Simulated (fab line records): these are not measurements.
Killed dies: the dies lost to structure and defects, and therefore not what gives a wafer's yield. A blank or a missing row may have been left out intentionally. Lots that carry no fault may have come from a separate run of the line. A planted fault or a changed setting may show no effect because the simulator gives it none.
Which of the tools did it? | flow berkeley_cmos170 | 42 wafers from 14 lots sampled at 5 of the route's 331 steps

WHAT THE GAUGES SHOWED, per wafer
UCB170_START_BOW_MEAS_00. Usual: for INCOMING_BOW the level is 0 um and the standard deviation is 6.4.
lot  | measured    | on            | INCOMING_BOW (um) | flag
L621 | day 1 10:00 | film_metro-02 | -2 -5 1           |
L622 | day 1 15:01 | film_metro-02 | 0 -1 4            |
L624 | day 2 01:00 | film_metro-03 | 2 -5 -2           |
L625 | day 2 06:00 | film_metro-01 | -5 -3 4           |
L626 | day 2 11:00 | film_metro-03 | 13 4 -6           |
L627 | day 2 16:02 | film_metro-02 | 2 -6 2            |
L628 | day 2 21:01 | film_metro-03 | 0 8 -5            |
L631 | day 3 12:00 | film_metro-01 | -5 -10 -4         |
L632 | day 3 17:00 | film_metro-01 | 1 11 -2           |
L635 | day 4 08:01 | film_metro-01 | -3 14 -3          |
L638 | day 4 23:01 | film_metro-01 | -4 16 -5          |
L639 | day 5 04:00 | film_metro-03 | -7 6 1            |
L640 | day 5 09:00 | film_metro-03 | -3 -3 -2          |
L642 | day 5 19:00 | film_metro-03 | -2 -2 1           |

UCB170_ACTIVE_CD_MEAS_90 targets a cd of 1200 nm. Usual: 1200.4 nm for cd_nm, sd 1.
lot  | measured    | on        | cd_nm (nm)           | flag
L621 | day 4 22:07 | cd_sem-01 | 1200.0 1199.5 1200.4 |
L622 | day 4 22:04 | cd_sem-02 | 1200.5 1200.8 1200.5 |
L624 | day 5 03:53 | cd_sem-01 | 1201.4 1201.1 1201.4 |
L625 | day 5 11:30 | cd_sem-01 | 1199.1 1199.8 1200.2 |
L626 | day 5 11:15 | cd_sem-02 | 1200.3 1201.4 1200.2 |
L627 | day 5 18:43 | cd_sem-02 | 1199.5 1199.7 1200.9 |
L628 | day 5 18:56 | cd_sem-01 | 1199.1 1200.2 1199.9 |
L631 | day 6 16:40 | cd_sem-01 | 1201.2 1200.1 1202.7 |
L632 | day 6 16:22 | cd_sem-01 | 1199.3 1199.3 1199.2 |
L635 | day 7 02:35 | cd_sem-02 | 1201.4 1201.6 1201.0 |
L638 | day 7 12:58 | cd_sem-01 | 1199.9 1200.0 1201.0 |
L639 | day 8 02:16 | cd_sem-01 | 1200.8 1199.2 1198.3 |
L640 | day 8 02:23 | cd_sem-02 | 1200.6 1199.9 1200.7 |
L642 | day 8 13:58 | cd_sem-02 | 1200.1 1198.8 1201.1 |

UCB170_PVT_TW_MEAS_09. Usual: for PVT_TW the level is 508 and the standard deviation is 3.8.
lot  | measured    | on            | PVT_TW      | flag
L621 | day 6 00:17 | film_metro-01 | 505 504 506 |
L622 | day 6 00:02 | film_metro-04 | 507 510 510 |
L624 | day 6 11:26 | film_metro-01 | 506 508 508 |
L625 | day 6 19:30 | film_metro-01 | 508 504 506 |
L626 | day 6 19:47 | film_metro-01 | 505 505 507 |
L627 | day 6 23:01 | film_metro-02 | 511 511 514 |
L628 | day 6 23:20 | film_metro-01 | 505 503 504 |
L631 | day 8 01:18 | film_metro-04 | 507 504 507 |
L632 | day 8 00:28 | film_metro-04 | 507 506 507 |
L635 | day 8 07:38 | film_metro-01 | 540 541 541 | OFF
L638 | day 8 20:07 | film_metro-02 | 552 550 549 | OFF
L639 | day 9 07:49 | film_metro-04 | 508 508 507 |
L640 | day 9 07:05 | film_metro-02 | 515 513 512 |
L642 | day 9 20:58 | film_metro-04 | 508 508 510 |

WHICH TOOL RAN EACH LOT (tool, then ch and the chambers of the sampled wafers, then the start)
lot  | UCB170_ZERO_ETCH_06               | UCB170_PVT_IMPLANT_07
L621 | rie_diel-03 ch 1,2, day 1 19:07   | implanter-04 ch 0, day 6 00:02
L622 | rie_diel-02 ch 0,1,3, day 1 22:22 | implanter-03 ch 0, day 5 23:47
L624 | rie_diel-04 ch 0,1,3, day 2 08:38 | implanter-03 ch 0, day 6 11:11
L625 | rie_diel-04 ch 0,1,3, day 2 17:13 | implanter-04 ch 0, day 6 19:15
L626 | rie_diel-02 ch 1,2,3, day 2 18:17 | implanter-02 ch 0, day 6 19:32
L627 | rie_diel-03 ch 2,3, day 3 03:41   | implanter-04 ch 0, day 6 22:48
L628 | rie_diel-02 ch 0,3, day 3 10:21   | implanter-03 ch 0, day 6 23:06
L631 | rie_diel-03 ch 0,2,3, day 4 00:57 | implanter-02 ch 0, day 8 01:03
L632 | rie_diel-03 ch 0,2,3, day 4 06:46 | implanter-04 ch 0, day 8 00:13
L635 | rie_diel-03 ch 0,1,2, day 4 20:30 | implanter-03 ch 0, day 8 07:23
L638 | rie_diel-03 ch 2,3, day 5 05:00   | implanter-03 ch 0, day 8 19:53
L639 | rie_diel-03 ch 1,2,3, day 5 12:34 | implanter-04 ch 0, day 9 07:34
L640 | rie_diel-02 ch 0,2, day 5 15:43   | implanter-02 ch 0, day 9 06:50
L642 | rie_diel-02 ch 0,1,3, day 6 07:11 | implanter-02 ch 0, day 9 20:43
- UCB170_ZERO_ETCH_06: etches SiO2 in CHF3/CF4/Ar, time 12 s.
- UCB170_PVT_IMPLANT_07

AS READ BY THE TOOLS THEMSELVES (means over the sampled wafers that have a number; for cases with no such wafer, the mark the record gives instead)
UCB170_ZERO_ETCH_06. Usual: cf4_flow_sccm 9.999 sccm, standard deviation 0.03; drypump_motor_current_A 5.7 A, standard deviation 0.53; oes_product_au 0.621 a.u., standard deviation 0.0081; rf_fwd_power_W 490.5 W, standard deviation 2.6; throttle_valve_pct 9.21 %, standard deviation 0.12.
lot  | tool        | cf4_flow_sccm (sccm) | drypump_motor_current_A (A) | oes_product_au (a.u.) | rf_fwd_power_W (W) | throttle_valve_pct (%) | flag
L621 | rie_diel-03 | 10.000               | 5.7                         | 0.630                 | 492.0              | 9.27                   |
L622 | rie_diel-02 | 9.997                | 5.8                         | 0.620                 | 489.1              | 9.31                   |
L624 | rie_diel-04 | 10.023               | 5.2                         | 0.619                 | 490.4              | 9.24                   |
L625 | rie_diel-04 | 9.976                | 5.2                         | 0.625                 | 487.6              | 9.25                   |
L626 | rie_diel-02 | 9.981                | 5.8                         | 0.614                 | 491.8              | 9.23                   |
L627 | rie_diel-03 | 9.993                | 5.8                         | 0.617                 | 493.2              | 9.04                   |
L628 | rie_diel-02 | 10.040               | 6.3                         | 0.621                 | 487.9              | 9.38                   |
L631 | rie_diel-03 | 10.006               | 5.9                         | 0.620                 | 493.3              | 9.08                   |
L632 | rie_diel-03 | 9.983                | 5.9                         | 0.618                 | 491.0              | 9.08                   |
L635 | rie_diel-03 | 10.008               | 5.8                         | 0.623                 | 492.1              | 9.20                   |
L638 | rie_diel-03 | 9.961                | 5.8                         | 0.620                 | 492.4              | 9.05                   |
L639 | rie_diel-03 | 9.999                | 5.7                         | 0.625                 | 492.0              | 9.14                   |
L640 | rie_diel-02 | 9.974                | 6.3                         | 0.619                 | 489.9              | 9.28                   |
L642 | rie_diel-02 | 9.991                | 5.8                         | 0.615                 | 490.5              | 9.30                   |

UCB170_PVT_IMPLANT_07. Usual: 30.000 for beam_energy_keV, sd 0.0096.
lot  | tool         | beam_energy_keV | flag
L621 | implanter-04 | 29.996          |
L622 | implanter-03 | 29.999          |
L624 | implanter-03 | 30.003          |
L625 | implanter-04 | 29.997          |
L626 | implanter-02 | 30.009          |
L627 | implanter-04 | 29.982          |
L628 | implanter-03 | 30.006          |
L631 | implanter-02 | 30.005          |
L632 | implanter-04 | 29.999          |
L635 | implanter-03 | 39.022          | OFF
L638 | implanter-03 | 39.008          | OFF
L639 | implanter-04 | 29.994          |
L640 | implanter-02 | 29.995          |
L642 | implanter-02 | 30.007          |

THE ANSWER, worked out from the rows above alone
Rule: a lot is off if the mean of its wafers that have a number lies more than 3 standard deviations from the usual mean. Also off: a lot with no number at a reading for which 4 or more lots have one. Any other lot the step has rows for is counted as sound. After the gauges, taken in route order, come the tools' own readings; for these a lot's mean is taken, as printed above. At the first step where some lot is off, the reading lying furthest off is the one used; lots without a number count as furthest.
Off: L635, L638, at UCB170_PVT_TW_MEAS_09 (PVT_TW).
A tool fits if, at a process step before that reading, it ran every lot that is off, and no sound lot after the first of them. The gauges at UCB170_PVT_TW_MEAS_09 aren't tried: what is off there is off at UCB170_PVT_IMPLANT_07 too, on other tools, and a gauge's error can't cause that. One fits: implanter-03 at UCB170_PVT_IMPLANT_07. Its last sound lot is L628 (day 6 23:06), its first lot that is off L635 (day 8 07:23): a fault that began between those two fits.
The tool's own readings at UCB170_PVT_IMPLANT_07 bear it out: on the lots that are off they differ by more than 5 times the standard deviation of the sound lots' means. beam_energy_keV reads 39.015 there against 29.999 on the sound lots.

WHAT THE SIMULATOR HAD PUT IN
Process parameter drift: implanter-03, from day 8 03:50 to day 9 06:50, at UCB170_PVT_IMPLANT_07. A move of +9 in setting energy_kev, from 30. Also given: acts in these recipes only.
Struck lots among those shown: L635, L638. Same finding as the rule above.
